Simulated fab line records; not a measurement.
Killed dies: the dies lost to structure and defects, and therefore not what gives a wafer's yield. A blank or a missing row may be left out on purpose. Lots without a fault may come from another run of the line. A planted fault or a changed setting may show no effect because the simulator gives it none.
fab line records + flow rit-cmos
record:
- lots: 6
- wafers: 18
- last-day: 8
route steps=202 shown GATE@79 FOX2@80 M1@202
lots that met no fault: from a run of the same line without faults
start-h: the number of hours between the record's first day and the start of the first shown wafer of the lot + wait-h: how many hours have passed since the lot's step before this one + " identical to the entry in the row above + L1.1+2: one row covering several wafers at once + - value missing, or start not given + * or withheld: withheld + < > ~ a bound
route shown NAME@n: names a module that has steps shown in the file, with the first one's number in the route + usual: mean/standard deviation of fault-free wafers + same: alike in all rows + chamber/n: place in a boat + sites: per-site readings + _std_site: standard deviation across them + _edge_site: outer sites' mean less inner sites' + radius-mm: for every site, how far away it sits from the centre of the wafer + mask NAME#n: copy n + behind: the last tool/chamber to shape the wafer + hold: reason for holding the lot/hours on hold/outcome of the hold + device: the n, p or np transistor that did not switch + end of line: the same wafers' tests at the end of the route + step lacking rows: just its recipe + killed: dies lost to structure and defects at the first sort, not the wafer's yield + map: a wafer's dies, x killed, . not, _ none there
set.NAME: the setting that was run; set.NAME@STEP: the one run at that earlier step + model.NAME: the simulator's own value behind a step, which no gauge read
lots at some steps of the route; a table a step, a row a wafer
services: the hour from which a tool's chamber was out of use, counted from the record's first day as start-h (under 0 if before that day), plus the number of hours and why
== steps ==
step: RIT_GATE_CLEAN_04
recipe:
- chemistry: dHF
- dilution: 50:1
- time-s: 60
- dry: n2-spin
step: RIT_FOX2_THK_MEAS_91
recipe:
- reads: SiO2_of_FOX2_OXIDATION_00
usual:
- FIELD_OXIDE_LEFT_2_THK: 256/4.9
| lot.wafer | tool          | chamber | start-h | wait-h | FIELD_OXIDE_LEFT_2_THK[nm] |
|-----------|---------------|---------|---------|--------|----------------------------|
| L692.2    | film-metro-04 | -       | 37.22   | 0.0    | 254                        |
| L692.4    | "             | -       | "       | "      | 258                        |
| L692.6    | "             | -       | "       | "      | 254                        |
| L696.1    | film-metro-04 | -       | 60.22   | 0.0    | 255                        |
| L696.3    | "             | -       | "       | "      | 254                        |
| L696.5    | "             | -       | "       | "      | 248                        |
| L697.1    | film-metro-02 | -       | 64.25   | 0.0    | 251                        |
| L697.2    | "             | -       | "       | "      | 254                        |
| L697.5    | "             | -       | "       | "      | 258                        |
| L706.1    | film-metro-01 | -       | 114.06  | 0.0    | 252                        |
| L706.3    | "             | -       | "       | "      | 259                        |
| L706.6    | "             | -       | "       | "      | 255                        |
| L708.1    | film-metro-02 | -       | 126.63  | 0.0    | 253                        |
| L708.4    | "             | -       | "       | "      | 258                        |
| L708.6    | "             | -       | "       | "      | 253                        |
| L711.2    | film-metro-04 | -       | 148.75  | 0.0    | 254                        |
| L711.4    | "             | -       | "       | "      | 259                        |
| L711.6    | "             | -       | "       | "      | 258                        |
step: RIT_GATE_OXIDATION_05
recipe:
- temp-c: 900
- ambient: O2
- target-thk-a: 30
- ox-time-s: 270
step: RIT_GATE_ANNEAL_06
recipe:
- temp-c: 900
- time-s: 600
- ambient: N2O
step: RIT_GATE_THK_MEAS_07
recipe:
- reads: SiO2_of_GATE_OXIDATION_05
usual:
- GATE_OXIDE_THK: 3.04/0.062
| lot.wafer | tool          | chamber | start-h | wait-h | GATE_OXIDE_THK[nm] |
|-----------|---------------|---------|---------|--------|--------------------|
| L692.2    | film-metro-01 | -       | 39.62   | 0.0    | 3.02               |
| L692.4    | "             | -       | "       | "      | 3.05               |
| L692.6    | "             | -       | "       | "      | 2.97               |
| L696.1    | film-metro-04 | -       | 64.77   | 0.0    | 2.96               |
| L696.3    | "             | -       | "       | "      | 2.93               |
| L696.5    | "             | -       | "       | "      | 2.96               |
| L697.1    | film-metro-04 | -       | 67.75   | 0.0    | 3.11               |
| L697.2    | "             | -       | "       | "      | 3.05               |
| L697.5    | "             | -       | "       | "      | 3.06               |
| L706.1    | film-metro-02 | -       | 117.53  | 0.0    | 3.08               |
| L706.3    | "             | -       | "       | "      | 3.06               |
| L706.6    | "             | -       | "       | "      | 2.96               |
| L708.1    | film-metro-02 | -       | 136.98  | 0.0    | 3.02               |
| L708.4    | "             | -       | "       | "      | 3.05               |
| L708.6    | "             | -       | "       | "      | 3.02               |
| L711.2    | film-metro-02 | -       | 153.13  | 0.0    | 2.97               |
| L711.4    | "             | -       | "       | "      | 2.96               |
| L711.6    | "             | -       | "       | "      | 3.10               |
step: RIT_GATE_CVD_08
recipe:
- material: poly-Si
- target-thk-nm: 250
- temp-c: 610
- precursor: SiH4
- time-s: 2220
- pressure-mtorr: 300
- sih4-flow-sccm: 100
step: RIT_GATE_THK_MEAS_09
recipe:
- reads: poly-Si_of_GATE_CVD_08
usual:
- GATE_POLY_THK: 250.1/2
| lot.wafer | tool          | chamber | start-h | wait-h | GATE_POLY_THK[nm] |
|-----------|---------------|---------|---------|--------|-------------------|
| L692.2    | film-metro-02 | -       | 41.29   | 0.0    | 249.1             |
| L692.4    | "             | -       | "       | "      | 247.6             |
| L692.6    | "             | -       | "       | "      | 248.5             |
| L696.1    | film-metro-02 | -       | 66.45   | 0.0    | 250.8             |
| L696.3    | "             | -       | "       | "      | 251.1             |
| L696.5    | "             | -       | "       | "      | 251.1             |
| L697.1    | film-metro-04 | -       | 69.84   | 0.0    | 248.7             |
| L697.2    | "             | -       | "       | "      | 249.7             |
| L697.5    | "             | -       | "       | "      | 249.5             |
| L706.1    | film-metro-01 | -       | 119.65  | 0.0    | 248.0             |
| L706.3    | "             | -       | "       | "      | 248.2             |
| L706.6    | "             | -       | "       | "      | 246.6             |
| L708.1    | film-metro-02 | -       | 139.47  | 0.0    | 251.6             |
| L708.4    | "             | -       | "       | "      | 250.5             |
| L708.6    | "             | -       | "       | "      | 252.7             |
| L711.2    | film-metro-02 | -       | 155.82  | 0.0    | 248.5             |
| L711.4    | "             | -       | "       | "      | 248.5             |
| L711.6    | "             | -       | "       | "      | 247.8             |
step: RIT_GATE_HMDS_10
recipe:
- prime-time-s: 60
- prime-temp-c: 140
step: RIT_GATE_COAT_11
recipe:
- resist: NOVOLAK
- spin-rpm: 4250
- resist-thk-nm: 850
step: RIT_GATE_SOFTBAKE_12
recipe:
- resist: NOVOLAK
- temp-c: 90
- time-s: 60
step: RIT_GATE_EXPOSE_13
recipe:
- mask-id: M6
- na: 0.6
- source-shape: conventional
- sigma-outer: 0.6
- target-cd-nm: 150
- dose-mj: 380
step: RIT_GATE_PEB_14
recipe:
- resist: NOVOLAK
- temp-c: withheld
- time-s: withheld
step: RIT_GATE_DEVELOP_15
recipe:
- resist: NOVOLAK
- develop-time-s: 50
- dev-temp-c: 23
usual:
- developer-temp-C: 23.00/0.095
| lot.wafer | tool           | chamber | start-h | wait-h | developer-temp-C |
|-----------|----------------|---------|---------|--------|------------------|
| L692.2    | litho-track-02 | 0       | 42      | -      | 22.91            |
| L692.4    | "              | 0       | "       | "      | 22.85            |
| L692.6    | "              | 0       | "       | "      | 22.94            |
| L696.1    | litho-track-04 | 0       | 67      | -      | 23.01            |
| L696.3    | "              | 0       | "       | "      | 22.96            |
| L696.5    | "              | 0       | "       | "      | 23.08            |
| L697.1    | litho-track-04 | 0       | 70      | -      | 23.01            |
| L697.2    | "              | 0       | "       | "      | 23.11            |
| L697.5    | "              | 0       | "       | "      | 23.03            |
| L706.1    | litho-track-01 | 0       | 120     | -      | 23.03            |
| L706.3    | "              | 0       | "       | "      | 22.97            |
| L706.6    | "              | 0       | "       | "      | 23.06            |
| L708.1    | litho-track-01 | 0       | 140     | -      | 23.91            |
| L708.4    | "              | 0       | "       | "      | 23.63            |
| L708.6    | "              | 0       | "       | "      | 23.66            |
| L711.2    | litho-track-01 | 0       | 156     | -      | 23.70            |
| L711.4    | "              | 0       | "       | "      | 23.73            |
| L711.6    | "              | 0       | "       | "      | 23.75            |
step: RIT_GATE_CD_MEAS_16
recipe:
- target-cd-nm: 150
usual:
- cd-nm: 148.6/2.9
| lot.wafer | tool      | chamber | start-h | wait-h | cd-nm |
|-----------|-----------|---------|---------|--------|-------|
| L692.2    | cd-sem-01 | -       | 42.34   | -      | 148.2 |
| L692.4    | "         | -       | "       | "      | 150.0 |
| L692.6    | "         | -       | "       | "      | 147.4 |
| L696.1    | cd-sem-01 | -       | 67.36   | -      | 150.9 |
| L696.3    | "         | -       | "       | "      | 147.4 |
| L696.5    | "         | -       | "       | "      | 151.5 |
| L697.1    | cd-sem-02 | -       | 70.90   | -      | 146.1 |
| L697.2    | "         | -       | "       | "      | 144.7 |
| L697.5    | "         | -       | "       | "      | 144.9 |
| L706.1    | cd-sem-01 | -       | 120.93  | -      | 143.8 |
| L706.3    | "         | -       | "       | "      | 143.8 |
| L706.6    | "         | -       | "       | "      | 141.9 |
| L708.1    | cd-sem-02 | -       | 140.50  | -      | 154.3 |
| L708.4    | "         | -       | "       | "      | 152.6 |
| L708.6    | "         | -       | "       | "      | 153.7 |
| L711.2    | cd-sem-01 | -       | 156.99  | -      | 149.9 |
| L711.4    | "         | -       | "       | "      | 149.3 |
| L711.6    | "         | -       | "       | "      | 151.4 |
step: RIT_GATE_OVL_MEAS_17
usual:
- GATE_OVL: -0.9/1.2
| lot.wafer | tool       | chamber | start-h | wait-h | GATE_OVL[nm] |
|-----------|------------|---------|---------|--------|--------------|
| L692.2    | overlay-01 | -       | 42.44   | 0.1    | -0.4         |
| L692.4    | "          | -       | "       | "      | -0.3         |
| L692.6    | "          | -       | "       | "      | 0.4          |
| L696.1    | overlay-01 | -       | 67.48   | 0.1    | -0.1         |
| L696.3    | "          | -       | "       | "      | -1.2         |
| L696.5    | "          | -       | "       | "      | -0.3         |
| L697.1    | overlay-01 | -       | 71.02   | 0.1    | -0.2         |
| L697.2    | "          | -       | "       | "      | -0.3         |
| L697.5    | "          | -       | "       | "      | -1.1         |
| L706.1    | overlay-01 | -       | 121.05  | 0.1    | -0.7         |
| L706.3    | "          | -       | "       | "      | -4.8         |
| L706.6    | "          | -       | "       | "      | -2.0         |
| L708.1    | overlay-02 | -       | 140.62  | 0.1    | -0.7         |
| L708.4    | "          | -       | "       | "      | -1.4         |
| L708.6    | "          | -       | "       | "      | -1.7         |
| L711.2    | overlay-02 | -       | 157.09  | 0.1    | -0.1         |
| L711.4    | "          | -       | "       | "      | -0.9         |
| L711.6    | "          | -       | "       | "      | -1.8         |
step: RIT_GATE_HARDBAKE_18
recipe:
- resist: NOVOLAK
- temp-c: 140
- time-s: 60
step: RIT_GATE_ETCH_19
recipe:
- chemistry: SF6/CHF3/O2
- time-s: 165
- SF6_flow_sccm: 30
- CHF3_flow_sccm: 30
- O2_flow_sccm: 5
- target: poly-Si
- pressure-mtorr: 40
- rf-w: 160
- target-depth-a: 3125
- over-etch-frac: 0.25
- stop-on: SiO2
usual:
- drypump-motor-current-A: 5.4/0.49
- oes-product-au: 0.846/0.014
- throttle-valve-pct: 10.25/0.1
| lot.wafer | tool      | chamber | start-h | wait-h | drypump-motor-current-A | oes-product-au | rf-hours-counter-h | throttle-valve-pct | model.GATE.cd-nm |
|-----------|-----------|---------|---------|--------|-------------------------|----------------|--------------------|--------------------|------------------|
| L692.2    | rie-si-02 | 2       | 42.62   | 0.1    | 5.9                     | 0.850          | 38                 | 10.34              | 148.2            |
| L692.4    | "         | 3       | "       | "      | 5.1                     | 0.818          | 1                  | 10.32              | 150.3            |
| L692.6    | "         | 1       | "       | "      | 6.2                     | 0.853          | -                  | 10.18              | 147.7            |
| L696.1    | rie-si-02 | 1       | 67.66   | 0.1    | 6.2                     | 0.859          | 8                  | 10.18              | 150.8            |
| L696.3    | "         | 0       | "       | "      | 5.1                     | 0.870          | 30                 | 10.16              | 147.2            |
| L696.5    | "         | 0       | "       | "      | 5.1                     | 0.864          | -                  | 10.16              | 151.6            |
| L697.1    | rie-si-01 | 0       | 71.21   | 0.1    | 5.5                     | 0.832          | 141                | 10.30              | 145.8            |
| L697.2    | "         | 1       | "       | "      | 4.7                     | 0.837          | 85                 | 10.43              | 145.1            |
| L697.5    | "         | 0       | "       | "      | 5.4                     | 0.839          | -                  | 10.30              | 144.6            |
| L706.1    | rie-si-02 | 2       | 121.24  | 0.1    | 5.9                     | 0.842          | 39                 | 10.33              | 143.7            |
| L706.3    | "         | 0       | "       | "      | 5.1                     | 0.865          | 30                 | 10.16              | 143.9            |
| L706.6    | "         | 2       | "       | "      | 5.9                     | 0.840          | -                  | 10.33              | 142              |
| L708.1    | rie-si-01 | 0       | 140.81  | 0.1    | 5.4                     | 0.854          | 141                | 10.30              | 153.8            |
| L708.4    | "         | 1       | "       | "      | 4.7                     | 0.832          | 86                 | 10.41              | 153              |
| L708.6    | "         | 2       | "       | "      | 5.6                     | 0.859          | -                  | 10.20              | 154              |
| L711.2    | rie-si-02 | 3       | 157.27  | 0.1    | 5.1                     | 0.813          | 2                  | 10.32              | 149.8            |
| L711.4    | "         | 0       | "       | "      | 5.1                     | 0.857          | 30                 | 10.16              | 149.7            |
| L711.6    | "         | 0       | "       | "      | 5.1                     | 0.855          | -                  | 10.17              | 151.5            |
step: RIT_GATE_STRIP_20
recipe:
- chemistry: O2
- time-s: 180
- resist: NOVOLAK
- platen-temp-c: withheld
- power-w: 500
- pressure-mtorr: 4000
- o2-flow-sccm: 4000
usual:
- drypump-motor-current-A: 5.7/0.45
- rf-refl-power-W: 6.2/1.1
| lot.wafer | tool            | chamber | start-h | wait-h | drypump-motor-current-A | rf-hours-counter-h | rf-refl-power-W |
|-----------|-----------------|---------|---------|--------|-------------------------|--------------------|-----------------|
| L692.2    | plasma-asher-01 | 0       | 42.73   | 0.1    | 5.4                     | 40                 | 4.9             |
| L692.4    | "               | 1       | "       | "      | 6.0                     | -                  | 7.8             |
| L692.6    | "               | 0       | "       | "      | 5.4                     | -                  | 5.3             |
| L696.1    | plasma-asher-04 | 0       | 67.77   | 0.1    | 5.4                     | 41                 | 6.2             |
| L696.3    | "               | 1       | "       | "      | 6.1                     | -                  | 5.0             |
| L696.5    | "               | 0       | "       | "      | 5.4                     | -                  | 5.9             |
| L697.1    | plasma-asher-03 | 1       | 71.32   | 0.1    | 5.0                     | 28                 | 7.5             |
| L697.2    | "               | 0       | "       | "      | 6.3                     | 28                 | 5.6             |
| L697.5    | "               | 0       | "       | "      | 6.2                     | -                  | 5.5             |
| L706.1    | plasma-asher-03 | 0       | 121.34  | 0.1    | 6.3                     | 33                 | 5.8             |
| L706.3    | "               | 1       | "       | "      | 5.0                     | -                  | 7.5             |
| L706.6    | "               | 0       | "       | "      | 6.3                     | -                  | 5.7             |
| L708.1    | plasma-asher-01 | 0       | 140.92  | 0.1    | 5.4                     | 2                  | 5.4             |
| L708.4    | "               | 1       | "       | "      | 5.9                     | -                  | 7.9             |
| L708.6    | "               | 0       | "       | "      | 5.4                     | -                  | 5.2             |
| L711.2    | plasma-asher-03 | 1       | 157.38  | 0.1    | 5.0                     | 36                 | 7.6             |
| L711.4    | "               | 0       | "       | "      | 6.3                     | -                  | 5.8             |
| L711.6    | "               | 0       | "       | "      | 6.3                     | -                  | 5.8             |
step: RIT_M1_PROBE_99
usual:
- killed-at-contacts: 0.1/0.24
- killed-at-front-end: 7/3.1
- killed-dies: 7/3.1
- killed-open: 3.3/1.9
- killed-short: 3.9/2.1
same:
- gross-dies: 264
- killed_at_M0_to_M3: 0
- killed_at_M4_up: 0
- killed-at-back-side: 0
- killed-at-other: 0
| lot.wafer | tool      | chamber | start-h | wait-h | killed-at-contacts | killed-at-front-end | killed-dies | killed-open | killed-short | model.etest.ppoly-line.width-nm |
|-----------|-----------|---------|---------|--------|--------------------|---------------------|-------------|-------------|--------------|---------------------------------|
| L692.2    | prober-02 | -       | 63.40   | 0.1    | 0                  | 5                   | 5           | 2           | 2            | 100.7                           |
| L692.4    | prober-02 | -       | 63.50   | 0.2    | 0                  | 4                   | 4           | 2           | 2            | 103.5                           |
| L692.6    | prober-02 | -       | 63.60   | 0.2    | 0                  | 8                   | 8           | 4           | 4            | 101.8                           |
| L696.1    | prober-02 | -       | 88.57   | 0.1    | 0                  | 6                   | 6           | 1           | 5            | 103.7                           |
| L696.3    | prober-02 | -       | 88.67   | 0.2    | 0                  | 5                   | 5           | 2           | 3            | 100.8                           |
| L696.5    | prober-02 | -       | 88.77   | 0.2    | 0                  | 7                   | 7           | 3           | 4            | 104.8                           |
| L697.1    | prober-01 | -       | 93.46   | 0.1    | 0                  | 3                   | 3           | 2           | 1            | 97.19                           |
| L697.2    | prober-01 | -       | 93.51   | 0.1    | 0                  | 5                   | 5           | 2           | 3            | 97.64                           |
| L697.5    | prober-01 | -       | 93.66   | 0.2    | 0                  | 6                   | 6           | 2           | 4            | 96.54                           |
| L706.1    | prober-01 | -       | 143.71  | 0.1    | 0                  | 7                   | 7           | 5           | 2            | 97.92                           |
| L706.3    | prober-01 | -       | 143.81  | 0.2    | 0                  | 7                   | 7           | 3           | 4            | 97.71                           |
| L706.6    | prober-01 | -       | 143.96  | 0.2    | 0                  | 9                   | 9           | 5           | 4            | 96.62                           |
| L708.1    | prober-01 | -       | 166.80  | 0.1    | 0                  | 12                  | 12          | 8           | 4            | 107.9                           |
| L708.4    | prober-01 | -       | 166.95  | 0.2    | 1                  | 4                   | 5           | 2           | 3            | 105.7                           |
| L708.6    | prober-01 | -       | 167.05  | 0.2    | 0                  | 8                   | 8           | 5           | 3            | 106.5                           |
| L711.2    | prober-01 | -       | 180.46  | 0.1    | 0                  | 6                   | 6           | 2           | 4            | 102.2                           |
| L711.4    | prober-01 | -       | 180.56  | 0.2    | 0                  | 11                  | 11          | 3           | 8            | 102.4                           |
| L711.6    | prober-01 | -       | 180.66  | 0.2    | 0                  | 3                   | 3           | 1           | 2            | 103.8                           |
killed by level:class
L692.2 GATE:geometric-particle:short=2 GATE:geometric-particle:open=1 SPACER:geometric-particle:open=1 PWELL:coat-microbubble-printed=1
L692.4 GATE:geometric-particle:short=2 GATE:geometric-particle:open=1 SPACER:geometric-particle:open=1
L692.6 GATE:geometric-particle:open=2 REOX:geometric-particle:short=2 REOX:geometric-particle:open=1 SPACER:geometric-particle:short=1 SILICIDE:geometric-particle:short=1 SILICIDE:geometric-particle:open=1
L696.1 REOX:geometric-particle:short=2 GATE:geometric-particle:short=1 SPACER:geometric-particle:short=1 SPACER:geometric-particle:open=1 SILICIDE:geometric-particle:short=1
L696.3 GATE:geometric-particle:short=2 FOX1:geometric-particle:open=1 REOX:geometric-particle:open=1 REOX:geometric-particle:short=1
L696.5 GATE:geometric-particle:open=2 FOX2:geometric-particle:short=1 GATE:geometric-particle:short=1 REOX:geometric-particle:short=1 SPACER:geometric-particle:open=1 SPACER:geometric-particle:short=1
L697.1 GATE:geometric-particle:open=2 GATE:geometric-particle:short=1
L697.2 GATE:geometric-particle:short=2 GATE:geometric-particle:open=1 SPACER:geometric-particle:short=1 SILICIDE:geometric-particle:open=1
L697.5 FOX1:geometric-particle:short=2 SILICIDE:geometric-particle:short=2 GATE:geometric-particle:open=1 SPACER:geometric-particle:open=1
L706.1 REOX:geometric-particle:open=3 GATE:geometric-particle:open=2 GATE:geometric-particle:short=1 SPACER:geometric-particle:short=1
L706.3 SPACER:geometric-particle:short=2 FOX1:geometric-particle:open=1 GATE:geometric-particle:short=1 GATE:geometric-particle:open=1 REOX:geometric-particle:open=1 SILICIDE:geometric-particle:short=1
L706.6 GATE:geometric-particle:open=2 REOX:geometric-particle:open=2 REOX:geometric-particle:short=2 FOX1:geometric-particle:short=1 FOX2:geometric-particle:open=1 SPACER:geometric-particle:short=1
L708.1 GATE:geometric-particle:open=4 REOX:geometric-particle:short=3 REOX:geometric-particle:open=2 ACTIVE:geometric-particle:short=1 FOX1:geometric-particle:open=1 SILICIDE:geometric-particle:open=1
L708.4 SILICIDE:geometric-particle:short=2 FOX1:geometric-particle:open=1 SPACER:geometric-particle:short=1 CONTACT:geometric-particle:open=1
L708.6 FOX1:geometric-particle:short=2 REOX:geometric-particle:open=2 FOX1:geometric-particle:open=1 GATE:geometric-particle:open=1 SPACER:geometric-particle:open=1 SPACER:geometric-particle:short=1
L711.2 SPACER:geometric-particle:short=3 FOX1:geometric-particle:short=1 GATE:geometric-particle:open=1 SPACER:geometric-particle:open=1
L711.4 GATE:geometric-particle:short=3 SPACER:geometric-particle:short=3 GATE:geometric-particle:open=2 FOX1:geometric-particle:open=1 REOX:geometric-particle:short=1 SILICIDE:geometric-particle:short=1
L711.6 GATE:geometric-particle:short=1 SILICIDE:geometric-particle:short=1 SILICIDE:geometric-particle:open=1
== services ==
| tool            | chamber | start-h | hours | kind           |
|-----------------|---------|---------|-------|----------------|
| plasma-asher-03 | -       | 27.16   | 14.6  | pm             |
| plasma-asher-04 | -       | 35.24   | 10.0  | pm             |
| plasma-asher-04 | -       | 47.58   | 3.2   | repair         |
| rie-si-01       | 3       | 75.28   | -     | clean          |
| rie-si-01       | 3       | 75.28   | 11.0  | scheduled-down |
| rie-si-01       | 3       | 75.28   | 11.0  | vent-cycle     |
| plasma-asher-01 | -       | 108.75  | 9.0   | pm             |
| plasma-asher-01 | 0       | 108.75  | 9.0   | vent-cycle     |
| plasma-asher-01 | 1       | 108.75  | 9.0   | vent-cycle     |
| plasma-asher-03 | -       | 112.93  | 2.7   | repair         |
| plasma-asher-04 | -       | 116.94  | 2.9   | repair         |
| plasma-asher-01 | 0       | 117.75  | -     | clean          |
| plasma-asher-01 | 1       | 117.75  | -     | clean          |
| rie-si-02       | 3       | 120.25  | 12.3  | repair         |
| rie-si-02       | 0       | 131.00  | 2.3   | repair         |
| rie-si-01       | 0       | 152.91  | -     | clean          |
| rie-si-01       | 0       | 152.91  | 29.2  | scheduled-down |
| rie-si-01       | 0       | 152.91  | 29.2  | vent-cycle     |
== key ==
first-sign:
- step: RIT_GATE_DEVELOP_15
- reading: developer-temp-C
- direction: up
- sigmas: 7.7
- usual: *
- struck: *
effect none on later readings
model-effect:
- step: RIT_GATE_ETCH_19
- value: GATE.cd-nm
- without: 147.7
- struck: 152
model-effect:
- step: RIT_M1_PROBE_99
- value: etest.ppoly-line.width-nm
- without: 100.5
- struck: 104.7
met-at RIT_GATE_DEVELOP_15
struck-wafers L708.1,L708.4,L708.6,L711.2,L711.4,L711.6
tester-left-out L708,L711
onset-between 120 140
fault:
- kind: process-parameter-drift
- tool: litho-track-01
- chamber: -
- onset-h: 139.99
- steps: RIT_GATE_DEVELOP_15
- channel: dev-temp-c
- offset: *
- shape: step
- end-h: 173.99
- acts-in: *
- stated: *
tester-left-out: of these lots the tester's yield and bins aren't shown, on N5 and GAA mostly nor the transistor test; their killed dies are dies lost to structure and defects alone, not to doping, threshold or leakage, so they don't give the yield
